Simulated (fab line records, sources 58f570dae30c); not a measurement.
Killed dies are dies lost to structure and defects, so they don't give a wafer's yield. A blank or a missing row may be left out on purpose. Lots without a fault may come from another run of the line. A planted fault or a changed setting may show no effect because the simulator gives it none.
Which tool did it? | flow berkeley_cmos170 | 14 lots, 42 wafers sampled, at 5 steps of a route of 331

WHAT THE GAUGES READ, wafer by wafer
UCB170_NVT_TW_MEAS_09. Usual: NVT_TW 524, standard deviation 5.3.
lot  | measured     | on            | NVT_TW                  | flag
L159 | day 6 23:43  | film_metro-03 | 532 532 530             |
L162 | day 7 00:31  | film_metro-03 | 530 530 530             |
L160 | day 7 01:20  | film_metro-03 | 530 526 527             |
L165 | day 7 08:17  | film_metro-03 | 533 531 528             |
L164 | day 7 08:33  | film_metro-02 | 522 520 521             |
L163 | day 7 13:22  | film_metro-03 | 529 532 528             |
L166 | day 7 22:38  | film_metro-03 | 531 529 531             |
L173 | day 8 22:49  | film_metro-02 | 524 522 522             |
L171 | day 8 23:10  | film_metro-01 | 551 548 548 546 552 549 | OFF
L179 | day 10 06:53 | film_metro-02 | 520 521 521             |
L178 | day 10 07:13 | film_metro-03 | 562 558 560 562 564 560 | OFF
L181 | day 10 19:11 | film_metro-03 | 531 527 527             |
L180 | day 10 19:13 | film_metro-01 | 520 520 520             |
L182 | day 10 19:24 | film_metro-02 | 520 518 522             |

UCB170_PSD_OVL_MEAS_07. Usual: PSD_OVL 0 nm, standard deviation 5.
lot  | measured     | on         | PSD_OVL (nm) | flag
L159 | day 8 04:43  | overlay-02 | -4 -6 -7     |
L162 | day 8 03:58  | overlay-02 | 4 2 -7       |
L160 | day 8 04:58  | overlay-01 | 4 7 8        |
L165 | day 8 15:13  | overlay-01 | 2 2 -5       |
L164 | day 8 15:30  | overlay-02 | -7 5 2       |
L163 | day 8 22:16  | overlay-02 | -3 -3 1      |
L166 | day 8 22:43  | overlay-02 | 8 0 13       |
L173 | day 10 00:34 | overlay-02 | -6 -5 2      |
L171 | day 10 00:18 | overlay-02 | 1 -5 -1      |
L179 | day 11 08:48 | overlay-02 | -5 0 -2      |
L178 | day 11 09:10 | overlay-02 | 6 5 2        |
L181 | day 12 00:28 | overlay-02 | 10 6 8       |
L180 | day 12 00:14 | overlay-01 | 7 4 9        |
L182 | day 12 00:11 | overlay-02 | -2 0 -6      |

UCB170_NSD_CD_MEAS_06: target cd 1200 nm. Usual: cd_nm 1200.1 nm, standard deviation 1.4.
lot  | measured     | on        | cd_nm (nm)           | flag
L159 | day 8 08:17  | cd_sem-02 | 1199.9 1198.9 1201.6 |
L162 | day 8 07:46  | cd_sem-02 | 1201.4 1201.6 1200.8 |
L160 | day 8 08:29  | cd_sem-02 | 1199.5 1200.3 1200.1 |
L165 | day 8 18:33  | cd_sem-01 | 1202.7 1200.4 1201.1 |
L164 | day 8 18:34  | cd_sem-02 | 1200.6 1199.0 1200.1 |
L163 | day 9 00:51  | cd_sem-02 | 1199.6 1201.8 1200.0 |
L166 | day 9 01:53  | cd_sem-01 | 1202.8 1202.8 1201.7 |
L173 | day 10 03:29 | cd_sem-01 | 1200.8 1200.9 1199.7 |
L171 | day 10 03:03 | cd_sem-01 | 1199.1 1201.1 1199.5 |
L179 | day 11 10:24 | cd_sem-01 | 1200.0 1199.0 1199.3 |
L178 | day 11 11:01 | cd_sem-01 | 1200.3 1201.4 1201.4 |
L181 | day 12 03:02 | cd_sem-02 | 1198.8 1199.6 1198.6 |
L180 | day 12 02:37 | cd_sem-01 | 1196.7 1198.4 1198.9 |
L182 | day 12 02:49 | cd_sem-01 | 1199.2 1198.4 1202.1 |

WHICH TOOL RAN EACH LOT (tool, then ch and the chambers of the sampled wafers, then the start)
lot  | UCB170_NVT_IMPLANT_07           | UCB170_PLDD_STRIP_10
L159 | implanter-01 ch 0, day 6 23:31  | plasma_asher-01 ch 0,1, day 7 20:08
L162 | implanter-04 ch 0, day 7 00:16  | plasma_asher-02 ch 0, day 7 19:52
L160 | implanter-01 ch 0, day 7 01:06  | plasma_asher-01 ch 0,1, day 7 20:43
L165 | implanter-04 ch 0, day 7 07:59  | plasma_asher-01 ch 0,1, day 8 04:35
L164 | implanter-01 ch 0, day 7 08:14  | plasma_asher-02 ch 0,1, day 8 03:45
L163 | implanter-03 ch 0, day 7 13:07  | plasma_asher-01 ch 1, day 8 13:11
L166 | implanter-04 ch 0, day 7 22:25  | plasma_asher-01 ch 0,1, day 8 14:36
L173 | implanter-04 ch 0, day 8 22:32  | plasma_asher-01 ch 0,1, day 9 16:52
L171 | implanter-04 ch 0, day 8 22:57  | plasma_asher-03 ch 0,1, day 9 17:56
L179 | implanter-03 ch 0, day 10 06:38 | plasma_asher-03 ch 0,1, day 10 23:17
L178 | implanter-04 ch 0, day 10 06:59 | plasma_asher-01 ch 0,1, day 10 23:44
L181 | implanter-03 ch 0, day 10 18:58 | plasma_asher-01 ch 0,1, day 11 14:26
L180 | implanter-01 ch 0, day 10 18:59 | plasma_asher-02 ch 0, day 11 14:39
L182 | implanter-03 ch 0, day 10 19:10 | plasma_asher-03 ch 0,1, day 11 14:01
- UCB170_NVT_IMPLANT_07
- UCB170_PLDD_STRIP_10: strips in O2.

WHAT THE TOOLS THEMSELVES READ (means of the sampled wafers that have a number; where no wafer has one, the mark that the record gives instead)
UCB170_NVT_IMPLANT_07. Usual: beam_on_s 10.02 s, standard deviation 0.2; end_station_pressure_torr 5e-06 Torr, standard deviation 2.5e-07; faraday_current_uA 9.62, standard deviation 0.19; tilt_deg 6.998 degrees, standard deviation 0.019.
lot  | tool         | beam_on_s (s) | end_station_pressure_torr (Torr) | faraday_current_uA | tilt_deg (degrees) | flag
L159 | implanter-01 | 10.19         | 5e-06                            | 9.47               | 6.997              |
L162 | implanter-04 | 10.01         | 5e-06                            | 9.62               | 6.975              |
L160 | implanter-01 | 10.06         | 5e-06                            | 9.58               | 7.010              |
L165 | implanter-04 | 10.00         | 5e-06                            | 9.64               | 6.997              |
L164 | implanter-01 | 10.13         | 5e-06                            | 9.53               | 7.014              |
L163 | implanter-03 | 9.99          | 5e-06                            | 9.67               | 7.015              |
L166 | implanter-04 | 9.89          | 5e-06                            | 9.71               | 6.996              |
L173 | implanter-04 | 9.81          | 5e-06                            | 9.83               | 7.016              |
L171 | implanter-04 | 12.15         | 1e-04                            | 8.01               | 7.013              | OFF
L179 | implanter-03 | 9.89          | 5e-06                            | 9.72               | 6.993              |
L178 | implanter-04 | 12.04         | 1e-04                            | 8.10               | 6.973              | OFF
L181 | implanter-03 | 9.86          | 5e-06                            | 9.76               | 6.990              |
L180 | implanter-01 | 10.12         | 5e-06                            | 9.54               | 7.000              |
L182 | implanter-03 | 9.88          | 5e-06                            | 9.77               | 6.981              |

UCB170_PLDD_STRIP_10. Usual: chamber_pressure_mTorr 3499.7 mTorr, standard deviation 3; drypump_motor_current_A 6.1 A, standard deviation 0.34; oes_product_au 0.733 a.u., standard deviation 0.0045; strip_time_to_endpoint_s 21.72 s, standard deviation 0.067.
lot  | tool            | chamber_pressure_mTorr (mTorr) | drypump_motor_current_A (A) | oes_product_au (a.u.) | strip_time_to_endpoint_s (s) | flag
L159 | plasma_asher-01 | 3500.9                         | 6.2                         | 0.734                 | 21.80                        |
L162 | plasma_asher-02 | 3498.0                         | 6.1                         | 0.737                 | 21.81                        |
L160 | plasma_asher-01 | 3497.6                         | 6.1                         | 0.735                 | 21.73                        |
L165 | plasma_asher-01 | 3500.8                         | 6.2                         | 0.738                 | 21.81                        |
L164 | plasma_asher-02 | 3497.0                         | 6.3                         | 0.732                 | 21.80                        |
L163 | plasma_asher-01 | 3500.2                         | 6.0                         | 0.735                 | 21.75                        |
L166 | plasma_asher-01 | 3497.8                         | 6.2                         | 0.733                 | 21.66                        |
L173 | plasma_asher-01 | 3501.8                         | 6.1                         | 0.734                 | 21.71                        |
L171 | plasma_asher-03 | 3501.3                         | 5.6                         | 0.728                 | 21.61                        |
L179 | plasma_asher-03 | 3499.0                         | 6.0                         | 0.730                 | 21.68                        |
L178 | plasma_asher-01 | 3500.3                         | 6.2                         | 0.734                 | 21.64                        |
L181 | plasma_asher-01 | 3498.4                         | 6.1                         | 0.730                 | 21.66                        |
L180 | plasma_asher-02 | 3500.8                         | 6.2                         | 0.732                 | 21.65                        |
L182 | plasma_asher-03 | 3497.5                         | 6.0                         | 0.732                 | 21.77                        |

THE ANSWER, worked out from the rows above alone
Rule: a lot is off if the mean of its wafers that have a number lies more than 3 standard deviations from the usual mean. A lot without any number at a reading at which 4 lots or more have one is off too. The other lots that the step has rows for count as sound. The gauges are gone through in route order, then the tools' own readings, and for those a lot's mean is taken as printed above. The first step at which some lot is off is used, and at that step the reading that is off furthest; a lot without a number counts as furthest.
Off: L171, L178, at UCB170_NVT_TW_MEAS_09 (NVT_TW).
A tool fits if, at a process step before that reading, it ran every lot that is off, and no sound lot after the first of them. The gauges at UCB170_NVT_TW_MEAS_09 aren't tried: what is off there is off at UCB170_NVT_IMPLANT_07 too, on other tools, and a gauge's error can't cause that. One fits: implanter-04 at UCB170_NVT_IMPLANT_07. Its last sound lot is L173 (day 8 22:32), its first lot that is off L171 (day 8 22:57): a fault that began between those two fits.
The tool's own readings at UCB170_NVT_IMPLANT_07 bear it out: on the lots that are off they differ by more than 5 times the standard deviation of the sound lots' means. beam_on_s reads 12.09 s there against 9.99 s on the sound lots; end_station_pressure_torr reads 1e-04 Torr there against 5e-06 Torr on the sound lots; faraday_current_uA reads 8.05 there against 9.65 on the sound lots.

WHAT THE SIMULATOR HAD PUT IN
Process parameter drift: implanter-04, from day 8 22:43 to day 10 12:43, at UCB170_NVT_IMPLANT_07. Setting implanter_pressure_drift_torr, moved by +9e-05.
Process parameter drift: implanter-04, from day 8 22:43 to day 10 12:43, at UCB170_NVT_IMPLANT_07. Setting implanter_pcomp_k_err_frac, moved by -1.
Lots struck among those shown: L171, L178. The rule above found the same.
